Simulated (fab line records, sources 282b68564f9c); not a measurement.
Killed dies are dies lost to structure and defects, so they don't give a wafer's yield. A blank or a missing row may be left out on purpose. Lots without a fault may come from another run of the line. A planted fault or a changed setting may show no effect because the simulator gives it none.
Chamber matching | flow rit_cmos | RIT_GATE_ETCH_19 on rie_si-01: 4 sister chambers
The step etches poly-Si in SF6/CHF3/O2, stops on SiO2, time 165 s, target depth 312.5 nm. 8 wafers are shown with their chamber, then 9 later ones without.

WAFERS WITH THEIR CHAMBER
wafer  | chamber | drypump_motor_current_A (A) | throttle_valve_pct (%)
L742.6 | 2       | 5.2                         | 10.10
L744.1 | 3       | 5.1                         | 10.28
L744.5 | 3       | 5.1                         | 10.27
L750.2 | 1       | 5.2                         | 10.09
L750.3 | 2       | 5.2                         | 10.10
L754.3 | 0       | 5.7                         | 10.31
L754.4 | 1       | 5.3                         | 10.08
L754.5 | 0       | 5.7                         | 10.32

WAFERS WITHOUT THEIR CHAMBER
wafer  | drypump_motor_current_A (A) | throttle_valve_pct (%)
L756.1 | 5.1                         | 10.27
L756.2 | 5.2                         | 10.09
L756.6 | 5.2                         | 10.09
L758.1 | 5.2                         | 10.10
L758.3 | 5.7                         | 10.30
L758.6 | 5.2                         | 10.10
L760.2 | 5.2                         | 10.11
L760.5 | 5.7                         | 10.32
L760.6 | 5.2                         | 10.07

WHICH CHAMBER EACH WENT THROUGH
wafer  | from the rows above     | in truth
L756.1 | 3                       | 3
L756.2 | can't be placed: 1 or 2 | 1
L756.6 | can't be placed: 1 or 2 | 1
L758.1 | 2                       | 2
L758.3 | 0                       | 0
L758.6 | 2                       | 2
L760.2 | 2                       | 2
L760.5 | 0                       | 0
L760.6 | 1                       | 1
Placed correctly: 7 of 9. Can't be placed from these rows: 2 (the true chamber is among the candidates in 2). Placed wrongly: 0.
How it was worked out, from the rows above alone: a wafer's distance from a chamber is the root of the sum, over the readings, of the square of ((its reading less the chamber's mean) divided by the reading's scatter). The wafer belongs to the nearest chamber; if the next one is less than 2 further off, it can't be placed. A chamber's mean is the mean of its shown wafers. The scatter: the root of (the sum of the squares of (reading less its chamber's mean) over the shown wafers, divided by (wafers less chambers)).
